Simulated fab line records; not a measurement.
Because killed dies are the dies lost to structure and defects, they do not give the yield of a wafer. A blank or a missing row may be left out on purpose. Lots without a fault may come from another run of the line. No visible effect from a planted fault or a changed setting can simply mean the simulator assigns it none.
A struck lot beside a sound one :: flow ritCmos :: 43 steps out of a route of 202
Sound: wafers L545.1, L545.2, L545.4. Struck: wafers L547.1, L547.3, L547.5. The cause is named last.
For every step that has rows: the tool of each side, followed by ch and its chambers, followed by its first start. Under that, the readings that differ: sound wafers :: struck wafers :: difference of the means :: sigmas: that difference in standard deviations of wafers without a fault.
alike: a reading whose means differ by less than 2 such deviations, as well as words and numbers matching on both sides. not compared: withheld readings; readings where some wafer has no value; bounds like >300 that might hide an equal value; numbers whose values overlap and for which the record gives no deviation.
Wherever a step has rows on one side only, a row that says differs or no value, or a row with sigmas, the two part there. Numbers that don't overlap but have no deviation are shown without sigmas and don't part them. A reading that every wafer of one side lacks parts them only if that side has two wafers or more.

first, 4 steps without rows for these wafers: RIT_GATE_SOFTBAKE_12 (time 60 s); RIT_GATE_EXPOSE_13 (exposes mask M6, target cd 150 nm); RIT_GATE_PEB_14; RIT_GATE_DEVELOP_15 (develop time 50 s).
RIT_GATE_CD_MEAS_16: the cd target is 150 nm.
  sound: cdSem-01 at day 4 01:40; struck: cdSem-02 at day 4 10:03
  alike: cdNm
RIT_GATE_OVL_MEAS_17:
  sound: overlay-01 at day 4 01:47; struck: overlay-01 at day 4 10:10
  alike: GATE_OVL
then, 1 step without rows for these wafers: RIT_GATE_HARDBAKE_18 (time 60 s).
RIT_GATE_ETCH_19: etches poly-Si in SF6/CHF3/O2, stops on SiO2, time 165 s, target depth 312.5 nm.
  sound on rieSi-02 ch 0,1,3, day 4 01:58; struck on rieSi-02 ch 1,2,3, day 4 10:21
  alike: O2_flow_sccm, drypumpMotorCurrentA, oesProductAu, throttleValvePct
  not compared: rfHoursCounterH
RIT_GATE_STRIP_20: strips in O2, time 180 s.
  sound on plasmaAsher-02 ch 0,1, day 4 02:05; struck on plasmaAsher-01 ch 0,1, day 4 10:28
  alike: drypumpMotorCurrentA, o2FlowSccm
  not compared: rfHoursCounterH
RIT_GATE_CD_MEAS_90: the cd target is 150 nm.
  sound: cdSem-01 at day 4 02:16; struck: cdSem-02 at day 4 10:38
  alike: cdNm
then, 2 steps without rows for these wafers: RIT_REOX_CLEAN_00 (cleans in SC1, time 600 s); RIT_REOX_CLEAN_01 (cleans in dHF, time 30 s).
RIT_REOX_CLEAN_02: cleans in SC2, time 600 s.
  sound on wetBench-01 ch 2, day 4 02:34; struck on wetBench-01 ch 2, day 4 10:57
then, 1 step without rows for these wafers: RIT_REOX_OXIDATION_03 (target thk 25.2 nm, ox time 5580 s).
RIT_REOX_THK_MEAS_04:
  sound: filmMetro-04 at day 4 05:52; struck: filmMetro-02 at day 4 14:56
  alike: REOX_OXIDE_THK
then, 6 steps without rows for these wafers: RIT_NLDD_HMDS_00 (prime time 60 s); RIT_NLDD_COAT_01 (resist thk 1000 nm); RIT_NLDD_SOFTBAKE_02 (time 60 s); RIT_NLDD_EXPOSE_03 (exposes mask M7, target cd 40700 nm); RIT_NLDD_PEB_04; RIT_NLDD_DEVELOP_05 (develop time 50 s).
RIT_NLDD_OVL_MEAS_06:
  sound: overlay-01 at day 4 06:47; struck: overlay-01 at day 4 15:57
reading: NLDD_OVL (nm)
sound: -0.8 -1.5 -3.2
struck: 3.4 -0.2 0.7
difference: +3.1
sigmas: +2
then, 2 steps without rows for these wafers: RIT_NLDD_HARDBAKE_07 (time 60 s); RIT_NLDD_IMPLANT_08.
RIT_NLDD_STRIP_09: strips in O2, time 180 s.
  sound on plasmaAsher-02 ch 0,1, day 4 07:07; struck on plasmaAsher-04 ch 1, day 4 16:17
  alike: drypumpMotorCurrentA, o2FlowSccm
  not compared: rfHoursCounterH
RIT_NLDD_TW_MEAS_10:
  sound: filmMetro-03 at day 4 07:18; struck: filmMetro-01 at day 4 16:28
  alike: NLDD_TW
then, 6 steps without rows for these wafers: RIT_PLDD_HMDS_00 (prime time 60 s); RIT_PLDD_COAT_01 (resist thk 1000 nm); RIT_PLDD_SOFTBAKE_02 (time 60 s); RIT_PLDD_EXPOSE_03 (exposes mask M8, target cd 40900 nm); RIT_PLDD_PEB_04; RIT_PLDD_DEVELOP_05 (develop time 50 s).
RIT_PLDD_OVL_MEAS_06:
  sound: overlay-01 at day 4 08:24; struck: overlay-01 at day 4 19:04
  alike: PLDD_OVL
then, 2 steps without rows for these wafers: RIT_PLDD_HARDBAKE_07 (time 60 s); RIT_PLDD_IMPLANT_08.
RIT_PLDD_STRIP_09: strips in O2, time 180 s.
  sound on plasmaAsher-01 ch 0,1, day 4 08:44; struck on plasmaAsher-01 ch 0,1, day 4 19:25
  alike: drypumpMotorCurrentA, o2FlowSccm
  not compared: rfHoursCounterH
RIT_PLDD_TW_MEAS_10:
  sound: filmMetro-02 at day 4 08:55; struck: filmMetro-01 at day 4 19:35
  alike: PLDD_TW
then, 4 steps without rows for these wafers: RIT_SPACER_CLEAN_00 (cleans in SC1, time 600 s); RIT_SPACER_CLEAN_01 (cleans in dHF, time 30 s); RIT_SPACER_CLEAN_02 (cleans in SC2, time 600 s); RIT_SPACER_CVD_03 (deposits Si3N4 from SiH2Cl2/NH3, target thk 250 nm, time 3300 s).
RIT_SPACER_THK_MEAS_04:
  sound: filmMetro-04 at day 4 11:15; struck: filmMetro-03 at day 4 21:58
  alike: SPACER_NITRIDE_THK
RIT_M1_PROBE_99:
  sound: prober-01 at day 4 22:22; struck: prober-01 at day 5 09:22
reading: model.etest.diodeNwellSub.leakLog10ACm2
sound: -7.53 -7.251 -7.462
struck: -6.525 -6.927 -6.523
difference: +0.756
sigmas: 
  alike: killedAtContacts, killedAtFrontEnd, killedDies, killedOnRim, killedOpen, killedShort

WHERE THEY PART
Only at RIT_NLDD_OVL_MEAS_06, within this record. Later steps at which nothing parts them and some readings are alike: RIT_NLDD_STRIP_09, RIT_NLDD_TW_MEAS_10, RIT_PLDD_OVL_MEAS_06, RIT_PLDD_STRIP_09, RIT_PLDD_TW_MEAS_10, RIT_SPACER_THK_MEAS_04, RIT_M1_PROBE_99.

WHY: what had been put in by the simulator
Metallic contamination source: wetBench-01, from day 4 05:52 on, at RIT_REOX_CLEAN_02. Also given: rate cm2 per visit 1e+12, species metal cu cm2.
